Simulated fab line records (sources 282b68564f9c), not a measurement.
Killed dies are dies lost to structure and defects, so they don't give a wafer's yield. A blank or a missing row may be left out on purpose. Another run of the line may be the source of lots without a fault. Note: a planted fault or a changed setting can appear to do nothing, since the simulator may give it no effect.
fab line records    flow ritCmos    part 2 of 2: steps 26 to 27 of 27
[record] lots = 5  wafers = 23
route steps=202 shown ACTIVE@7 FOX1@20 NWELL@29 PWELL@41 NRETRO@54 PRETRO@72 GATE@89 NLDD@104 M1@202
startH: hours from the record's first day to the start of the lot's first wafer shown    waitH: hours from the lot's prior step to this one    " same as the row above    L1.1+2: one row covering several wafers at once    - either no value or no given start    * or withheld: withheld    < > ~ a bound
route shown NAME@n: names a module that has steps shown in the file, with the first one's number in the route    usual: average and standard deviation across the fault-free wafers    same: alike in all rows    chamber/n: place in a boat    sites: the reading at each site    _std_site: how widely they spread, as a standard deviation    _edge_site: mean of outer sites minus mean of inner sites    radiusMm: how far each site lies from the wafer's centre    mask NAME#n: copy n    behind: the tool/chamber that last shaped the wafer    hold: cause of the lot's hold/its duration in hours/its outcome    device: the transistor (n, p or np) that didn't switch    end of line: the same wafers' tests at the end of the route    where a step has no rows: the recipe by itself    killed: not the wafer's yield, but the dies lost to structure and defects at the first sort    map: per-die view of a wafer (x killed, . not killed, _ where there is no die)
set.NAME: setting as actually run; set.NAME@STEP: the setting as run at that earlier step    model.NAME: the simulator's own value behind a step, which no gauge read
lots with deliberately changed settings; one table per step, one row per wafer
[[steps]]
[step RIT_NLDD_HARDBAKE_07]
[recipe] resist = NOVOLAK  tempC = 140  timeS = 60
lot.wafer  tool           chamber  startH  waitH  set.tempC  set.spinRpm@NLDD_COAT_01  model.NOVOLAK_of_NLDD_COAT_01.thkNm
L074.2     lithoTrack-03  0        44.50   0.0    140        3250                      877.9
L074.3     "              0        "       "      140        3250                      879.1
L074.4     "              0        "       "      140        3475                      851.3
L074.5     "              0        "       "      140        3475                      852.1
L074.6     "              0        "       "      140        3250                      880.5
L076.1     lithoTrack-02  0        61.96   0.0    140        3423                      864.5
L076.3     "              0        "       "      140        3250                      886.5
L076.4     "              0        "       "      140        3250                      887.8
L076.5     "              0        "       "      137.2      3250                      891
L076.6     "              0        "       "      137.2      3423                      868.7
L078.2     lithoTrack-03  0        72.40   0.2    140        3250                      885.6
L078.4     "              0        "       "      140        3250                      883.8
L078.6     "              0        "       "      140        3250                      885.7
L082.1     lithoTrack-01  0        95.23   0.0    140        3250                      882.2
L082.2     "              0        "       "      138        3375                      871
L082.4     "              0        "       "      140        3375                      869.3
L082.5     "              0        "       "      138        3375                      866.9
L082.6     "              0        "       "      138        3250                      886.2
L083.2     lithoTrack-03  0        103.46  0.0    137.6      3250                      886.7
L083.3     "              0        "       "      137.6      3250                      885.5
L083.4     "              0        "       "      137.6      3250                      886.5
L083.5     "              0        "       "      140        3250                      880.3
L083.6     "              0        "       "      140        3250                      883.5
[step RIT_M1_PROBE_99]
[usual] killedAtContacts = 0.1/0.25  killedAtFrontEnd = 7/3.1  killedDies = 7/3.2  killedOpen = 3.8/2  killedShort = 3.5/2.2
[same] grossDies = 264  killed_at_M0_to_M3 = 0  killed_at_M4_up = 0  killedAtBackSide = 0  killedAtOther = 0
lot.wafer  tool       chamber  startH  waitH  set.doseMj@GATE_EXPOSE_13  killedAtContacts  killedAtFrontEnd  killedDies  killedOpen  killedShort  model.etest.nmos_0p15.driveUaUm  model.etest.nmos_0p15.rOnOhmUm  model.etest.pmos_0p15.driveUaUm  model.etest.pmos_0p15.rOnOhmUm  model.etest.pmos_0p3.rOnOhmUm  model.etest.pmosTurned.rOnOhmUm
L074.2     prober-01  -        62.06   0.1    380                        0                 6                 6           4           2            460.2                            1123                            244.4                            2872                            6442                           3637
L074.3     prober-01  -        62.11   0.2    355.7                      0                 260               260         4           5            348.2                            1389                            182.2                            3707                            6900                           4431
L074.4     prober-01  -        62.16   0.2    380                        0                 8                 8           2           6            474.9                            1076                            252.9                            2764                            6446                           3443
L074.5     prober-01  -        62.21   0.2    380                        1                 5                 6           4           2            454.2                            1131                            241.3                            2923                            6513                           3615
L074.6     prober-01  -        62.26   0.2    355.7                      0                 244               244         4           2            365.7                            1358                            187.7                            3613                            6832                           4349
L076.1     prober-01  -        77.64   0.1    380                        0                 7                 7           4           3            445.2                            1191                            245.7                            2900                            6237                           3643
L076.3     prober-01  -        77.74   0.2    380                        0                 9                 9           5           4            450                              1150                            245.7                            2853                            6234                           3531
L076.4     prober-01  -        77.79   0.2    380                        0                 10                10          5           5            449.6                            1148                            246.5                            2871                            6241                           3591
L076.5     prober-01  -        77.84   0.2    380                        0                 7                 7           4           3            456.1                            1170                            247.5                            2861                            6314                           3560
L076.6     prober-01  -        77.89   0.2    380                        1                 6                 7           2           5            440.1                            1179                            240.5                            2918                            6307                           3633
L078.2     prober-01  -        88.11   0.1    380                        0                 5                 5           3           2            501.4                            1025                            276.6                            2566                            5965                           3230
L078.4     prober-01  -        88.21   0.2    380                        0                 8                 8           5           3            502.1                            1057                            280.6                            2571                            6023                           3256
L078.6     prober-01  -        88.31   0.2    380                        0                 9                 9           5           4            509.5                            1016                            284.1                            2524                            5911                           3147
L082.1     prober-01  -        111.45  0.1    392.9                      1                 7                 8           3           5            511.2                            1057                            313.1                            2296                            6029                           2944
L082.2     prober-01  -        111.50  0.1    392.9                      0                 7                 7           4           3            539.5                            977.5                           327.1                            2199                            5881                           2806
L082.4     prober-01  -        111.60  0.2    380                        0                 15                15          7           8            460.9                            1119                            266.2                            2636                            6218                           3277
L082.5     prober-01  -        111.65  0.2    392.9                      0                 7                 7           5           2            533.5                            974.8                           336.9                            2160                            5907                           2733
L082.6     prober-01  -        111.70  0.2    380                        0                 14                14          6           8            447.3                            1137                            270.1                            2590                            6111                           3232
L083.2     prober-02  -        119.09  0.1    380                        0                 8                 8           8           0            472.1                            1126                            261.8                            2684                            6246                           3465
L083.3     prober-02  -        119.14  0.2    380                        0                 7                 7           5           2            450                              1151                            261.7                            2683                            6290                           3388
L083.4     prober-02  -        119.19  0.2    389                        0                 14                14          4           10           534.6                            984.9                           309.4                            2334                            5901                           2956
L083.5     prober-02  -        119.24  0.2    389                        0                 5                 5           2           3            519.4                            1068                            300.3                            2424                            6062                           3154
L083.6     prober-02  -        119.29  0.2    380                        0                 8                 8           3           5            476.2                            1052                            265.9                            2655                            6195                           3364
// killed by level:class
L074.2 FOX2:geometricParticle:open=1 REOX:geometricParticle:open=1 REOX:geometricParticle:short=1 SPACER:geometricParticle:open=1 SPACER:geometricParticle:short=1 SILICIDE:geometricParticle:open=1
L074.3 GATE:areaExpose=251 GATE:geometricParticle:short=3 GATE:geometricParticle:open=2 FOX1:geometricParticle:open=1 SPACER:geometricParticle:short=1 SILICIDE:geometricParticle:short=1 SILICIDE:geometricParticle:open=1
L074.4 GATE:geometricParticle:short=3 FOX1:geometricParticle:short=1 FOX1:geometricParticle:open=1 SPACER:geometricParticle:short=1 SPACER:geometricParticle:open=1 SILICIDE:geometricParticle:short=1
L074.5 GATE:geometricParticle:open=2 GATE:geometricParticle:short=1 REOX:geometricParticle:short=1 SPACER:geometricParticle:open=1 CONTACT:geometricParticle:open=1
L074.6 GATE:areaExpose=238 GATE:geometricParticle:short=2 FOX1:geometricParticle:open=1 FOX2:geometricParticle:open=1 GATE:geometricParticle:open=1 SILICIDE:geometricParticle:open=1
L076.1 FOX1:geometricParticle:open=1 FOX1:geometricParticle:short=1 GATE:geometricParticle:short=1 GATE:geometricParticle:open=1 SPACER:geometricParticle:open=1 SPACER:geometricParticle:short=1 SILICIDE:geometricParticle:open=1
L076.3 GATE:geometricParticle:open=2 FOX1:geometricParticle:short=1 FOX2:geometricParticle:open=1 GATE:geometricParticle:short=1 SPACER:geometricParticle:short=1 SPACER:geometricParticle:open=1 SILICIDE:geometricParticle:open=1 SILICIDE:geometricParticle:short=1
L076.4 GATE:geometricParticle:short=4 GATE:geometricParticle:open=2 FOX1:geometricParticle:open=1 SPACER:geometricParticle:open=1 SILICIDE:geometricParticle:open=1 SILICIDE:geometricParticle:short=1
L076.5 GATE:geometricParticle:open=3 GATE:geometricParticle:short=2 FOX1:geometricParticle:short=1 SPACER:geometricParticle:open=1
L076.6 GATE:geometricParticle:short=2 GATE:geometricParticle:open=1 SPACER:geometricParticle:short=1 SILICIDE:geometricParticle:open=1 SILICIDE:geometricParticle:short=1 CONTACT:geometricParticle:short=1
L078.2 SILICIDE:geometricParticle:open=3 GATE:geometricParticle:short=1 SILICIDE:geometricParticle:short=1
L078.4 GATE:geometricParticle:open=2 FOX1:geometricParticle:open=1 FOX2:geometricParticle:short=1 FOX2:geometricParticle:open=1 GATE:geometricParticle:short=1 REOX:geometricParticle:open=1 SPACER:geometricParticle:short=1
L078.6 GATE:geometricParticle:open=2 REOX:geometricParticle:short=2 SILICIDE:geometricParticle:open=2 SPACER:geometricParticle:open=1 SPACER:geometricParticle:short=1 SILICIDE:geometricParticle:short=1
L082.1 FOX1:geometricParticle:short=1 FOX2:geometricParticle:short=1 GATE:geometricParticle:open=1 GATE:geometricParticle:short=1 REOX:geometricParticle:open=1 REOX:geometricParticle:short=1 SPACER:geometricParticle:short=1 CONTACT:geometricParticle:open=1
L082.2 GATE:geometricParticle:open=3 GATE:geometricParticle:short=2 REOX:geometricParticle:short=1 REOX:geometricParticle:open=1
L082.4 GATE:geometricParticle:short=4 SPACER:geometricParticle:open=3 GATE:geometricParticle:open=2 SILICIDE:geometricParticle:short=2 FOX1:geometricParticle:open=1 REOX:geometricParticle:open=1 REOX:geometricParticle:short=1 SPACER:geometricParticle:short=1
L082.5 GATE:geometricParticle:open=4 GATE:geometricParticle:short=2 SPACER:geometricParticle:open=1
L082.6 GATE:geometricParticle:open=4 GATE:geometricParticle:short=3 FOX1:geometricParticle:short=2 FOX2:geometricParticle:short=1 SPACER:geometricParticle:open=1 SPACER:geometricParticle:short=1 SILICIDE:geometricParticle:short=1 SILICIDE:geometricParticle:open=1
L083.2 GATE:geometricParticle:open=6 SPACER:geometricParticle:open=2
L083.3 GATE:geometricParticle:open=2 FOX1:geometricParticle:open=1 FOX2:geometricParticle:open=1 SPACER:geometricParticle:open=1 SPACER:geometricParticle:short=1 SILICIDE:geometricParticle:short=1
L083.4 GATE:geometricParticle:short=4 SILICIDE:geometricParticle:short=3 SPACER:geometricParticle:open=2 SPACER:geometricParticle:short=2 FOX1:geometricParticle:short=1 REOX:geometricParticle:open=1 SILICIDE:geometricParticle:open=1
L083.5 GATE:geometricParticle:open=2 FOX2:geometricParticle:short=1 GATE:geometricParticle:short=1 SPACER:geometricParticle:short=1
L083.6 GATE:geometricParticle:short=2 SPACER:geometricParticle:short=2 SPACER:geometricParticle:open=2 GATE:geometricParticle:open=1 SILICIDE:geometricParticle:short=1
[[key]]
[split] step = RIT_ACTIVE_COAT_06  setting = spinRpm  stated = 3250  by = wafer
[response] step = RIT_ACTIVE_COAT_06  reading = model.NOVOLAK_of_ACTIVE_COAT_06.thkNm  change = -4.89  per = 1%  r = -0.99
[response] step = RIT_ACTIVE_HARDBAKE_12  reading = model.NOVOLAK_of_ACTIVE_COAT_06.thkNm  change = -4.29  per = 1%  r = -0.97
[response] step = RIT_ACTIVE_ETCH_13  reading = model.NOVOLAK_of_ACTIVE_COAT_06.thkNm  change = -4.24  per = 1%  r = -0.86
[split] step = RIT_ACTIVE_HARDBAKE_12  setting = tempC  stated = 140  by = wafer
response none clear
[split] step = RIT_FOX1_OXIDATION_00  setting = tempC  stated = 1100  by = lot
[response] step = RIT_FOX1_OXIDATION_00  reading = model.SiO2_of_FOX1_OXIDATION_00.thkNm  change = +22.1  per = 1%  r = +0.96
[response] step = RIT_FOX1_THK_MEAS_01  reading = FOX1_OXIDE_THK  change = +22  per = 1%  r = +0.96
[split] step = RIT_NWELL_COAT_01  setting = resistThkNm  stated = 1300  by = wafer
[response] step = RIT_NWELL_COAT_01  reading = model.NOVOLAK_of_NWELL_COAT_01.thkNm  change = +13.3  per = 1%  r = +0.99
[response] step = RIT_NWELL_HARDBAKE_07  reading = model.NOVOLAK_of_NWELL_COAT_01.thkNm  change = +11.4  per = 1%  r = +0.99
[split] step = RIT_NWELL_SOFTBAKE_02  setting = timeS  stated = 60  by = wafer
response none clear
[split] step = RIT_PWELL_SOFTBAKE_02  setting = tempC  stated = 90  by = wafer
[response] step = RIT_PWELL_DEVELOP_05  reading = model.NOVOLAK_of_PWELL_COAT_01.thkNm  change = -2.63  per = 1%  r = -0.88
[split] step = RIT_PWELL_DEVELOP_05  setting = developTimeS  stated = 68  by = wafer
response none clear
[split] step = RIT_NRETRO_COAT_01  setting = resistThkNm  stated = 1300  by = wafer
[response] step = RIT_NRETRO_COAT_01  reading = model.NOVOLAK_of_NRETRO_COAT_01.thkNm  change = +13.1  per = 1%  r = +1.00
[split] step = RIT_PRETRO_IMPLANT_08  setting = doseCm2  stated = 1.2e+13  by = wafer
[response] step = RIT_PRETRO_TW_MEAS_10  reading = PRETRO_TW  change = +1.48  per = 1%  r = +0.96
[split] step = RIT_GATE_EXPOSE_13  setting = doseMj  stated = 380  by = wafer
[response] step = RIT_GATE_DEVELOP_15  reading = model.GATE.cdNm  change = -5.09  per = 1%  r = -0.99
[response] step = RIT_GATE_CD_MEAS_16  reading = cdNm  change = -5.11  per = 1%  r = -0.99
[response] step = RIT_GATE_CD_MEAS_90  reading = cdNm  change = -5.06  per = 1%  r = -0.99
[response] step = RIT_M1_PROBE_99  reading = model.etest.nmos_0p15.rOnOhmUm  change = -39.8  per = 1%  r = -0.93
[response] step = RIT_M1_PROBE_99  reading = model.etest.pmos_0p15.rOnOhmUm  change = -124  per = 1%  r = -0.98
[response] step = RIT_M1_PROBE_99  reading = model.etest.pmosTurned.rOnOhmUm  change = -130  per = 1%  r = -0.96
[response] step = RIT_M1_PROBE_99  reading = model.etest.pmos_0p3.rOnOhmUm  change = -67.8  per = 1%  r = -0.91
[response] step = RIT_M1_PROBE_99  reading = model.etest.nmos_0p15.driveUaUm  change = +18.5  per = 1%  r = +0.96
[split] step = RIT_GATE_ETCH_19  setting = overEtchFrac  stated = 0.25  by = wafer
response none clear
[split] step = RIT_NLDD_COAT_01  setting = spinRpm  stated = 3250  by = wafer
[response] step = RIT_NLDD_COAT_01  reading = model.NOVOLAK_of_NLDD_COAT_01.thkNm  change = -4.64  per = 1%  r = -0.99
[response] step = RIT_NLDD_HARDBAKE_07  reading = model.NOVOLAK_of_NLDD_COAT_01.thkNm  change = -4  per = 1%  r = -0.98
[split] step = RIT_NLDD_HARDBAKE_07  setting = tempC  stated = 140  by = wafer
response none clear
